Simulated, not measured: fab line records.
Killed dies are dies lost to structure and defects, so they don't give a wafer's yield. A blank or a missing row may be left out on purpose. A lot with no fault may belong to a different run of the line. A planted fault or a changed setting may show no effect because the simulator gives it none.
fab line records | flow berkeleyCmos170 | part 1 of 2: steps 1 to 30 of 44
record: lots: 5 wafers: 15 lastDay: 12
route steps=331 shown NSD@188 BACKSIDE@199 SDANNEAL@204 PSD@206 PLDD@208 NLDD@209 SILICIDE@210 CONTACT@216
lots with no fault: from the same line, run without faults
startH: start of the lot's first displayed wafer, in hours after the record's first day | waitH: hours elapsed since this lot's preceding step | " same as the row above | L1.1+2: a row that stands for several wafers | - value missing, or start not given | * or withheld: withheld | < > ~ a bound
route shown NAME@n: a module of which the file shows steps, and the number in the route of the first | usual: mean/standard deviation taken from wafers without a fault | same: alike in all rows | chamber/n: place in a boat | sites: each site's reading | _std_site: the standard deviation of these | _edge_site: the outer-site mean with the inner-site mean subtracted | radiusMm: for every site, how far away it sits from the centre of the wafer | mask NAME#n: copy n | behind: tool/chamber where the wafer was last shaped | hold: what put the lot on hold/how long, in hours/how the hold closed | device: whichever transistor did not switch (one of n, p or np) | end of line: the tests these same wafers got at the end of their route | for a step that has no rows: nothing shown but its recipe | killed: count of dies lost to structure and defects at first sort (not the wafer's yield) | map: a wafer's dies, marking killed ones x, the rest . and places with no die _
set.NAME: the setting as run; set.NAME@STEP: as run at that earlier step | model.NAME: the simulator's own value behind a step, which no gauge read
certain route steps with their lots: each step a table, each wafer a row
services: a tool's chamber out of use, with start hour (startH, from the record's first day; less than 0 if before it), hours out, and reason
== steps ==
step: UCB170_NSD_COAT_01
recipe: resist: KrF spinRpm: 1500 resistThkNm: 900
columns lot.wafer tool chamber startH waitH
L080.1+5+6 lithoTrack-04 0 182.70 0.1
L084.2+3+6 lithoTrack-01 0 187.07 0.1
L089.2+4+5 lithoTrack-01 0 218.71 0.1
L091.2+3+6 lithoTrack-03 0 219.16 0.1
L097.2+3+4 lithoTrack-04 0 261.05 0.1
step: UCB170_NSD_SOFTBAKE_02
recipe: resist: KrF tempC: 130 timeS: 60
columns lot.wafer tool chamber startH waitH
L080.1+5+6 lithoTrack-04 0 182.85 0.1
L084.2+3+6 lithoTrack-01 0 187.22 0.1
L089.2+4+5 lithoTrack-01 0 218.86 0.1
L091.2+3+6 lithoTrack-03 0 219.31 0.1
L097.2+3+4 lithoTrack-04 0 261.20 0.1
step: UCB170_NSD_EXPOSE_03
recipe: maskId: NSELECT_MOD na: 0.5 sigmaOuter: 0.6 sourceShape: conventional targetCdNm: 1200 doseMj: 30
columns lot.wafer tool chamber startH waitH mask
L080.1+5+6 krfScanner-02 0 183.12 0.2 NSELECT_MOD#0
L084.2+3+6 krfScanner-02 0 187.49 0.2 NSELECT_MOD#0
L089.2+4+5 krfScanner-02 0 219.12 0.2 NSELECT_MOD#0
L091.2+3+6 krfScanner-02 0 219.60 0.3 NSELECT_MOD#0
L097.2+3+4 krfScanner-02 0 261.34 0.1 NSELECT_MOD#0
step: UCB170_NSD_PEB_04
recipe: pebTempC: 130 pebTimeS: withheld resist: KrF
columns lot.wafer tool chamber startH waitH
L080.1+5+6 lithoTrack-01 0 183.24 0.1
L084.2+3+6 lithoTrack-01 0 187.61 0.1
L089.2+4+5 lithoTrack-01 0 219.24 0.1
L091.2+3+6 lithoTrack-03 0 219.72 0.1
L097.2+3+4 lithoTrack-03 0 261.50 0.1
step: UCB170_NSD_DEVELOP_05
recipe: developer: TMAH developTimeS: 45 resist: KrF devTempC: 21
usual: developerTempC: 21.00/0.09
columns lot.wafer tool chamber startH waitH developerTempC
L080.1 lithoTrack-01 0 - - 21.00
L080.5 " 0 " " 21.07
L080.6 " 0 " " 20.99
L084.2 lithoTrack-01 0 - - 20.74
L084.3 " 0 " " 20.83
L084.6 " 0 " " 20.87
L089.2 lithoTrack-01 0 - - 20.89
L089.4 " 0 " " 20.94
L089.5 " 0 " " 20.98
L091.2 lithoTrack-03 0 - - 20.91
L091.3 " 0 " " 20.90
L091.6 " 0 " " 20.84
L097.2 lithoTrack-03 0 - - 20.95
L097.3 " 0 " " 21.08
L097.4 " 0 " " 21.04
step: UCB170_NSD_CD_MEAS_06
recipe: targetCdNm: 1200
usual: cdNm: 1200.0/1.2
columns lot.wafer tool chamber startH waitH cdNm
L080.1 cdSem-01 - 183.51 - 1200.5
L080.5 " - " " 1200.7
L080.6 " - " " 1200.2
L084.2 cdSem-02 - 187.88 - 1200.1
L084.3 " - " " 1200.8
L084.6 " - " " 1201.0
L089.2 cdSem-02 - 219.51 - 1200.1
L089.4 " - " " 1200.9
L089.5 " - " " 1200.8
L091.2 cdSem-02 - 219.99 - 1198.6
L091.3 " - " " 1199.4
L091.6 " - " " 1197.3
L097.2 cdSem-02 - 261.77 - 1200.2
L097.3 " - " " 1198.5
L097.4 " - " " 1198.6
step: UCB170_NSD_OVL_MEAS_07
usual: NSD_OVL: 0/5.4
columns lot.wafer tool chamber startH waitH NSD_OVL[nm]
L080.1 overlay-02 - 183.63 0.1 3
L080.5 " - " " -5
L080.6 " - " " -2
L084.2 overlay-02 - 187.98 0.1 -2
L084.3 " - " " 0
L084.6 " - " " -3
L089.2 overlay-02 - 219.62 0.1 4
L089.4 " - " " 2
L089.5 " - " " 2
L091.2 overlay-02 - 220.10 0.1 7
L091.3 " - " " 4
L091.6 " - " " 7
L097.2 overlay-01 - 261.88 0.1 0
L097.3 " - " " 0
L097.4 " - " " 3
step: UCB170_NSD_IMPLANT_08
recipe: species: P doseCm2: 3e+15 energyKev: 40 tiltDeg: 7
columns lot.wafer tool chamber startH waitH
L080.1+5+6 implanter-01 0 183.67 0.0
L084.2+3+6 implanter-01 0 188.04 0.0
L089.2+4+5 implanter-01 0 219.67 0.0
L091.2+3+6 implanter-04 0 220.15 0.0
L097.2+3+4 implanter-01 0 261.93 0.0
step: UCB170_NSD_STRIP_09
recipe: chemistry: O2 powerW: 400 pressureMtorr: 3500 platenTempC: withheld o2FlowSccm: 400 overashFraction: 0.5
usual: drypumpMotorCurrentA: 5.8/0.47 oesProductAu: 0.534/0.0046 stripTimeToEndpointS: 35.80/0.077
columns lot.wafer tool chamber startH waitH drypumpMotorCurrentA oesProductAu rfHoursCounterH stripTimeToEndpointS
L080.1 plasmaAsher-02 0 183.82 0.1 5.1 0.537 47 35.82
L080.5 " 1 " " 5.9 0.533 - 35.77
L080.6 " 0 " " 5.1 0.537 - 35.75
L084.2 plasmaAsher-02 0 188.16 0.1 5.1 0.534 48 35.75
L084.3 " 1 " " 5.9 0.528 - 35.68
L084.6 " 0 " " 5.1 0.527 - 35.83
L089.2 plasmaAsher-04 0 219.80 0.1 6.3 0.539 50 35.73
L089.4 " 0 " " 6.3 0.541 - 35.67
L089.5 " 0 " " 6.4 0.536 - 35.77
L091.2 plasmaAsher-02 1 220.28 0.1 5.9 0.534 51 35.83
L091.3 " 1 " " 5.9 0.538 - 35.81
L091.6 " 0 " " 5.1 0.536 - 35.80
L097.2 plasmaAsher-04 1 262.06 0.1 6.0 0.530 55 35.82
L097.3 " 1 " " 6.0 0.529 - 35.84
L097.4 " 0 " " 6.4 0.528 - 35.79
step: UCB170_NSD_TW_MEAS_10
usual: NSD_TW: 4219/44
columns lot.wafer tool chamber startH waitH NSD_TW
L080.1 filmMetro-02 - 183.92 0.1 4221
L080.5 " - " " 4223
L080.6 " - " " 4226
L084.2 filmMetro-03 - 188.27 0.1 4177
L084.3 " - " " 4180
L084.6 " - " " 4181
L089.2 filmMetro-04 - 219.91 0.1 4253
L089.4 " - " " 4271
L089.5 " - " " 4276
L091.2 filmMetro-04 - 220.39 0.1 4269
L091.3 " - " " 4286
L091.6 " - " " 4278
L097.2 filmMetro-03 - 262.17 0.1 4176
L097.3 " - " " 4189
L097.4 " - " " 4163
step: UCB170_NSD_CLEAN_11
recipe: chemistry: SPM tempC: 120 timeS: 600
columns lot.wafer tool chamber startH waitH
L080.1+5+6 wetBench-04 2 184.28 0.3
L084.2+3+6 wetBench-04 1 188.32 0.0
L089.2+4+5 wetBench-01 3 220.72 0.8
L091.2+3+6 wetBench-01 2 220.72 0.3
L097.2+3+4 wetBench-01 1 262.26 0.1
step: UCB170_BACKSIDE_HMDS_00
recipe: primeTimeS: 60 primeTempC: 100
columns lot.wafer tool chamber startH waitH
L080.1+5+6 lithoTrack-03 0 184.76 0.1
L084.2+3+6 lithoTrack-03 0 188.70 0.0
L091.2+3+6 lithoTrack-03 0 220.99 0.1
L089.2+4+5 lithoTrack-02 0 221.37 0.5
L097.2+3+4 lithoTrack-02 0 262.59 0.1
step: UCB170_BACKSIDE_COAT_01
recipe: resist: KrF spinRpm: 1500 resistThkNm: 900
columns lot.wafer tool chamber startH waitH
L080.1+5+6 lithoTrack-03 0 184.91 0.1
L084.2+3+6 lithoTrack-03 0 188.85 0.1
L091.2+3+6 lithoTrack-03 0 221.14 0.1
L089.2+4+5 lithoTrack-02 0 221.52 0.1
L097.2+3+4 lithoTrack-02 0 262.74 0.1
step: UCB170_BACKSIDE_SOFTBAKE_02
recipe: resist: KrF tempC: 130 timeS: 60
columns lot.wafer tool chamber startH waitH
L080.1+5+6 lithoTrack-03 0 185.06 0.1
L084.2+3+6 lithoTrack-03 0 189.00 0.1
L091.2+3+6 lithoTrack-03 0 221.29 0.1
L089.2+4+5 lithoTrack-02 0 221.67 0.1
L097.2+3+4 lithoTrack-02 0 262.89 0.1
step: UCB170_BACKSIDE_STRIP_03
recipe: chemistry: O2 powerW: 400 pressureMtorr: 3500 platenTempC: withheld o2FlowSccm: 400 overashFraction: 0.5
usual: drypumpMotorCurrentA: 5.7/0.49 oesProductAu: 0.735/0.005 stripTimeToEndpointS: 21.97/0.056
columns lot.wafer tool chamber startH waitH drypumpMotorCurrentA oesProductAu rfHoursCounterH stripTimeToEndpointS
L080.1 plasmaAsher-01 1 185.21 0.1 5.9 0.730 42 22.01
L080.5 " 0 " " 5.1 0.726 - 21.95
L080.6 " 1 " " 5.9 0.734 - 22.07
L084.2 plasmaAsher-04 0 189.12 0.1 6.3 0.725 46 22.00
L084.3 " 1 " " 6.0 0.745 - 21.99
L084.6 " 1 " " 6.0 0.737 - 22.02
L091.2 plasmaAsher-01 0 221.41 0.1 5.1 0.738 46 21.97
L091.3 " 0 " " 5.1 0.731 - 21.97
L091.6 " 1 " " 5.9 0.730 - 21.95
L089.2 plasmaAsher-01 1 221.80 0.1 5.9 0.733 46 21.95
L089.4 " 0 " " 5.1 0.727 - 21.93
L089.5 " 1 " " 5.9 0.736 - 21.92
L097.2 plasmaAsher-04 1 263.01 0.1 6.0 0.739 55 22.00
L097.3 " 0 " " 6.4 0.741 - 21.98
L097.4 " 1 " " 6.0 0.737 - 22.03
step: UCB170_BACKSIDE_CLEAN_04
recipe: chemistry: SPM tempC: 120 timeS: 600
columns lot.wafer tool chamber startH waitH
L080.1+5+6 wetBench-04 2 185.61 0.4
L084.2+3+6 wetBench-03 1 189.22 0.1
L091.2+3+6 wetBench-01 2 221.51 0.1
L089.2+4+5 wetBench-04 0 221.90 0.1
L097.2+3+4 wetBench-01 1 263.11 0.1
step: UCB170_SDANNEAL_RTA_00
recipe: tempC: 900 timeS: 10 ambient: N2
usual: lampPowerPct: 23.8/0.89 wafer_temp_C_max: 903.0/0.62
columns lot.wafer tool chamber startH waitH lampPowerPct wafer_temp_C_max
L080.1 rtpAnneal-02 0 185.96 0.0 24.8 903.1
L080.5 " 0 " " 24.8 902.8
L080.6 " 0 " " 24.8 902.9
L084.2 rtpAnneal-01 0 189.41 0.0 23.0 902.8
L084.3 " 0 " " 23.0 902.7
L084.6 " 0 " " 23.0 903.5
L091.2 rtpAnneal-02 0 221.70 0.0 24.8 903.4
L091.3 " 0 " " 24.8 902.6
L091.6 " 0 " " 24.8 902.9
L089.2 rtpAnneal-02 0 222.10 0.0 24.8 903.4
L089.4 " 0 " " 24.8 902.2
L089.5 " 0 " " 24.8 904.2
L097.2 rtpAnneal-02 0 263.31 0.0 24.8 902.8
L097.3 " 0 " " 24.8 903.1
L097.4 " 0 " " 24.8 903.1
step: UCB170_SDANNEAL_RTA_01
recipe: tempC: 1050 timeS: 5 ambient: N2
usual: lampPowerPct: 36.8/1.4 wafer_temp_C_max: 1053.4/0.67
columns lot.wafer tool chamber startH waitH lampPowerPct wafer_temp_C_max
L080.1 rtpAnneal-02 0 186.02 0.1 38.2 1053.1
L080.5 " 0 " " 38.3 1053.0
L080.6 " 0 " " 38.2 1053.1
L084.2 rtpAnneal-01 0 189.48 0.1 35.4 1054.0
L084.3 " 0 " " 35.5 1052.6
L084.6 " 0 " " 35.5 1053.0
L091.2 rtpAnneal-02 0 221.77 0.1 38.2 1054.1
L091.3 " 0 " " 38.3 1054.2
L091.6 " 0 " " 38.3 1053.9
L089.2 rtpAnneal-02 0 222.16 0.1 38.3 1054.7
L089.4 " 0 " " 38.3 1053.6
L089.5 " 0 " " 38.2 1053.4
L097.2 rtpAnneal-02 0 263.38 0.1 38.3 1054.0
L097.3 " 0 " " 38.2 1053.0
L097.4 " 0 " " 38.2 1052.6
step: UCB170_SDANNEAL_RS_MEAS_02
recipe: thkMeasGauge: four-point-probe
usual: PSD_RS: 75.41/0.26
columns lot.wafer tool chamber startH waitH PSD_RS[ohm/sq]
L080.1 filmMetro-03 - 186.08 0.0 75.64
L080.5 " - " " 75.48
L080.6 " - " " 75.35
L084.2 filmMetro-04 - 189.54 0.1 75.80
L084.3 " - " " 75.80
L084.6 " - " " 75.56
L091.2 filmMetro-02 - 221.83 0.1 75.35
L091.3 " - " " 75.07
L091.6 " - " " 75.13
L089.2 filmMetro-03 - 222.32 0.1 75.63
L089.4 " - " " 75.58
L089.5 " - " " 75.59
L097.2 filmMetro-02 - 263.61 0.2 75.44
L097.3 " - " " 75.36
L097.4 " - " " 75.40
step: UCB170_SDANNEAL_RS_MEAS_03
recipe: thkMeasGauge: four-point-probe
usual: NSD_RS: 37.24/0.086
columns lot.wafer tool chamber startH waitH NSD_RS[ohm/sq]
L080.1 filmMetro-03 - 186.20 0.1 37.16
L080.5 " - " " 37.20
L080.6 " - " " 37.18
L084.2 filmMetro-04 - 189.66 0.1 37.33
L084.3 " - " " 37.28
L084.6 " - " " 37.31
L091.2 filmMetro-02 - 221.95 0.1 37.11
L091.3 " - " " 37.14
L091.6 " - " " 37.18
L089.2 filmMetro-03 - 222.44 0.1 37.24
L089.4 " - " " 37.23
L089.5 " - " " 37.17
L097.2 filmMetro-02 - 263.73 0.1 37.15
L097.3 " - " " 37.20
L097.4 " - " " 37.12
step: UCB170_SDANNEAL_RS_MEAS_04
recipe: thkMeasGauge: four-point-probe
usual: PLDD_RS: 1030/3.1
columns lot.wafer tool chamber startH waitH PLDD_RS[ohm/sq]
L080.1 filmMetro-03 - 186.32 0.1 1029
L080.5 " - " " 1030
L080.6 " - " " 1029
L084.2 filmMetro-04 - 189.78 0.1 1030
L084.3 " - " " 1028
L084.6 " - " " 1027
L091.2 filmMetro-02 - 222.07 0.1 1032
L091.3 " - " " 1030
L091.6 " - " " 1032
L089.2 filmMetro-03 - 222.56 0.1 1029
L089.4 " - " " 1032
L089.5 " - " " 1032
L097.2 filmMetro-02 - 263.85 0.1 1029
L097.3 " - " " 1033
L097.4 " - " " 1030
step: UCB170_SDANNEAL_RS_MEAS_05
recipe: thkMeasGauge: four-point-probe
usual: NLDD_RS: 615.8/1.5
columns lot.wafer tool chamber startH waitH NLDD_RS[ohm/sq]
L080.1 filmMetro-03 - 186.44 0.1 613.0
L080.5 " - " " 612.5
L080.6 " - " " 614.3
L084.2 filmMetro-04 - 189.90 0.1 615.0
L084.3 " - " " 616.7
L084.6 " - " " 616.0
L091.2 filmMetro-02 - 222.19 0.1 614.0
L091.3 " - " " 615.2
L091.6 " - " " 614.2
L089.2 filmMetro-03 - 222.68 0.1 617.5
L089.4 " - " " 614.8
L089.5 " - " " 615.8
L097.2 filmMetro-02 - 263.97 0.1 613.6
L097.3 " - " " 615.3
L097.4 " - " " 615.0
step: UCB170_SILICIDE_PRE_CLEAN_00
recipe: gas: Ar precleanEtchTimeS: 60
columns lot.wafer tool chamber startH waitH
L080.1+5+6 pvdSputter-04 - 186.56 0.1
L084.2+3+6 pvdSputter-01 - 190.00 0.1
L091.2+3+6 pvdSputter-01 - 222.29 0.1
L089.2+4+5 pvdSputter-03 - 222.78 0.1
L097.2+3+4 pvdSputter-01 - 264.07 0.1
step: UCB170_SILICIDE_SPUTTER_01
recipe: material: Ti targetThkNm: 30 timeS: 25 powerW: 1500 chamberPressurePa: 0.5
usual: throttleValvePct: 30.0/0.89
columns lot.wafer tool chamber startH waitH throttleValvePct
L080.1 pvdSputter-04 - 186.63 0.0 31.3
L080.5 " - " " 30.9
L080.6 " - " " 29.3
L084.2 pvdSputter-01 - 190.07 0.0 28.3
L084.3 " - " " 30.2
L084.6 " - " " 30.4
L091.2 pvdSputter-01 - 222.36 0.0 30.4
L091.3 " - " " 30.1
L091.6 " - " " 30.0
L089.2 pvdSputter-03 - 222.85 0.0 29.7
L089.4 " - " " 28.5
L089.5 " - " " 29.4
L097.2 pvdSputter-01 - 264.14 0.0 30.1
L097.3 " - " " 29.6
L097.4 " - " " 30.2
step: UCB170_SILICIDE_RS_MEAS_02
recipe: thkMeasGauge: four-point-probe reads: Ti_of_SILICIDE_SPUTTER_01
usual: SILICIDE_TI_RS: 26.1/0.47
columns lot.wafer tool chamber startH waitH SILICIDE_TI_RS[ohm/sq]
L080.1 filmMetro-02 - 186.66 0.0 26.4
L080.5 " - " " 26.5
L080.6 " - " " 26.3
L084.2 filmMetro-01 - 190.12 0.0 25.8
L084.3 " - " " 26.2
L084.6 " - " " 26.5
L091.2 filmMetro-04 - 222.41 0.0 25.8
L091.3 " - " " 25.5
L091.6 " - " " 26.1
L089.2 filmMetro-01 - 222.90 0.0 26.7
L089.4 " - " " 27.1
L089.5 " - " " 26.7
L097.2 filmMetro-01 - 264.19 0.0 25.5
L097.3 " - " " 25.2
L097.4 " - " " 25.6
step: UCB170_SILICIDE_THK_MEAS_03
recipe: thkMeasGauge: xrf reads: Ti_of_SILICIDE_SPUTTER_01
usual: SILICIDE_TI_THK: 30.3/0.49
columns lot.wafer tool chamber startH waitH SILICIDE_TI_THK[nm]
L080.1 filmMetro-02 - 186.78 0.1 30.2
L080.5 " - " " 30.2
L080.6 " - " " 30.3
L084.2 filmMetro-01 - 190.23 0.1 30.5
L084.3 " - " " 30.0
L084.6 " - " " 29.7
L091.2 filmMetro-04 - 222.52 0.1 30.4
L091.3 " - " " 30.9
L091.6 " - " " 30.4
L089.2 filmMetro-01 - 223.01 0.1 29.5
L089.4 " - " " 29.1
L089.5 " - " " 29.4
L097.2 filmMetro-01 - 264.30 0.1 30.9
L097.3 " - " " 31.2
L097.4 " - " " 30.9
step: UCB170_SILICIDE_RTA_04
recipe: tempC: 650 timeS: 15 ambient: N2
usual: lampPowerPct: 10.2/0.38 wafer_temp_C_max: 652.2/0.46
columns lot.wafer tool chamber startH waitH lampPowerPct wafer_temp_C_max
L080.1 rtpAnneal-02 0 186.84 0.1 10.6 651.8
L080.5 " 0 " " 10.6 652.6
L080.6 " 0 " " 10.6 652.2
L084.2 rtpAnneal-01 0 190.29 0.1 9.8 652.9
L084.3 " 0 " " 9.8 652.0
L084.6 " 0 " " 9.9 652.7
L091.2 rtpAnneal-02 0 222.58 0.1 10.6 652.2
L091.3 " 0 " " 10.6 652.1
L091.6 " 0 " " 10.6 652.5
L089.2 rtpAnneal-02 0 223.07 0.1 10.6 651.4
L089.4 " 0 " " 10.6 652.3
L089.5 " 0 " " 10.6 652.4
L097.2 rtpAnneal-01 0 264.36 0.1 9.9 651.3
L097.3 " 0 " " 9.8 651.7
L097.4 " 0 " " 9.9 651.5
step: UCB170_SILICIDE_WET_ETCH_05
recipe: chemistry: SPM timeS: 45 tempC: 120 target: Ti
columns lot.wafer tool chamber startH waitH
L080.1+5+6 wetBench-04 2 186.96 0.1
L084.2+3+6 wetBench-04 2 190.36 0.1
L091.2+3+6 wetBench-04 2 222.65 0.1
L089.2+4+5 wetBench-03 3 223.13 0.1
L097.2+3+4 wetBench-03 1 264.55 0.2
step: UCB170_CONTACT_CLEAN_00
recipe: chemistry: SPM tempC: 120 timeS: 600
columns lot.wafer tool chamber startH waitH
L080.1+5+6 wetBench-04 3 187.00 0.0
L084.2+3+6 wetBench-03 2 190.40 0.0
L091.2+3+6 wetBench-04 2 222.67 0.0
L089.2+4+5 wetBench-04 1 223.15 0.0
L097.2+3+4 wetBench-03 3 264.60 0.0
step: UCB170_CONTACT_CVD_01
recipe: material: PSG targetThkNm: 700 tempC: 450 precursor: SiH4/O2/PH3 timeS: 2820 pressureMtorr: 300 sih4FlowSccm: 60 o2FlowSccm: 90 ph3FlowSccm: 25
usual: susceptorTempC: 450.03/0.24 zonePowerSourcePct: 7.4/0.43
columns lot.wafer tool chamber startH waitH susceptorTempC zonePowerSourcePct
L080.1 lpcvd-01 1 188.75 1.4 450.25 8.4
L080.5 " 1 " " 449.96 8.3
L080.6 " 1 " " 450.04 8.2
L084.2 lpcvd-02 0 190.57 0.0 449.88 7.3
L084.3 " 0 " " 449.81 7.2
L084.6 " 0 " " 450.02 7.2
L091.2 lpcvd-02 0 223.04 0.2 449.96 7.3
L091.3 " 0 " " 449.97 7.3
L091.6 " 0 " " 450.00 7.3
L089.2 lpcvd-01 0 224.02 0.7 449.89 7.3
L089.4 " 0 " " 449.63 7.4
L089.5 " 0 " " 449.71 7.4
L097.2 lpcvd-02 0 265.03 0.2 449.88 7.4
L097.3 " 0 " " 450.16 7.3
L097.4 " 0 " " 449.75 7.2
